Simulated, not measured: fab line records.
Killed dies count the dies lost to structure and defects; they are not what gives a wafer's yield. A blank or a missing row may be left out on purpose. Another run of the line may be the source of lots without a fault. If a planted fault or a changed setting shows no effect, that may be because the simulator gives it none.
A single fault, viewed from 2 desks    flow berkeley_cmos170    every desk sees just its own numbers, and what lay behind them comes last

FROM THE METROLOGY DESK
What the gauges read, lot by lot, whatever tool the lot ran on: means of the sampled wafers that have a number. Marked OUT: a lot whose mean sits more than 4 standard deviations from the usual mean, which makes it out of limits; the brackets give that distance.
Columns: A = NVT_OVL at UCB170_NVT_OVL_MEAS_06, usual -2 nm; B = PVT_TW at UCB170_PVT_TW_MEAS_09, usual 508.6; C = cd_nm at UCB170_NLDD_CD_MEAS_06, usual 1200.7 nm; D = SPACER_TEOS_THK at UCB170_SPACER_THK_MEAS_01, usual 376 nm
lot   first seen here  A    B      C       D
L500  day 5 06:31      -4   504.1  1202.5  370
L501  day 5 06:50      -14  504.7  1200.3  373
L499  day 5 07:04      -5   511.4  1200.4  381
L503  day 6 01:34      5    509.3  1201.0  379
L505  day 6 05:49      -2   511.1  1196.9  376
L502  day 6 06:06      -5   511.6  1200.2  374
L509  day 7 05:50      1    504.6  1200.7  322 (-11) OUT
L511  day 7 11:46      -3   503.7  1202.2  328 (-10) OUT
L514  day 8 06:12      -7   509.7  1201.5  375
L518  day 9 02:29      1    506.4  1203.1  381
L517  day 9 08:25      -2   509.6  1198.7  381
L520  day 9 23:00      -1   506.8  1201.3  379
L521  day 9 23:17      -4   506.7  1202.2  381
L522  day 10 04:16     4    508.7  1199.5  376
This desk finds L509, L511 out of limits, with the earliest case on L509 at day 8 05:02 (SPACER_TEOS_THK at UCB170_SPACER_THK_MEAS_01). In limits: L500, L501, L499, L503, L505, L502, L514, L518, L517, L520, L521, L522.

AT THE TOOL OWNER'S DESK: pecvd-03
The tool's own readings at UCB170_SPACER_CVD_00 (deposits SiO2 from TEOS/O2, target thk 376 nm, time 47 s): means of the sampled wafers that have a number, for each lot that ran on this tool. Marked OUT: a lot whose mean sits more than 4 standard deviations from the usual mean, which makes it out of limits; the brackets give that distance.
Columns: A = heater_power_w at UCB170_SPACER_CVD_00, usual 246 W; B = rf_fwd_power_W at UCB170_SPACER_CVD_00, usual 544.7 W
lot   first seen here  A    B
L501  day 6 04:25      262  545.4
L505  day 7 03:52      217  545.1
L502  day 7 04:13      266  543.4
L509  day 8 04:58      343  324.7 (-99 or more) OUT
L511  day 8 08:15      340  323.4 (-99 or more) OUT
This desk finds L509, L511 out of limits, L509 being first, at day 8 04:58 (rf_fwd_power_W at UCB170_SPACER_CVD_00). In limits: L501, L505, L502.

ALL TOGETHER
An alarm could have come from the tool owner's desk at day 8 04:58, on L509, L511.
L509, L511 would have let the metrology desk raise an alarm at day 8 05:02.
All the named lots went through UCB170_SPACER_CVD_00 on pecvd-03.

WHAT THE SIMULATOR PUT IN
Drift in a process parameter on pecvd-03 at UCB170_SPACER_CVD_00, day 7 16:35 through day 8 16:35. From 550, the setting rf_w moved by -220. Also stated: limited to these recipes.
Struck lots among those shown: L509, L511.
Hours from the fault's start to each desk's first reading out of limits: the tool owner's desk, 12; the metrology desk, 12.
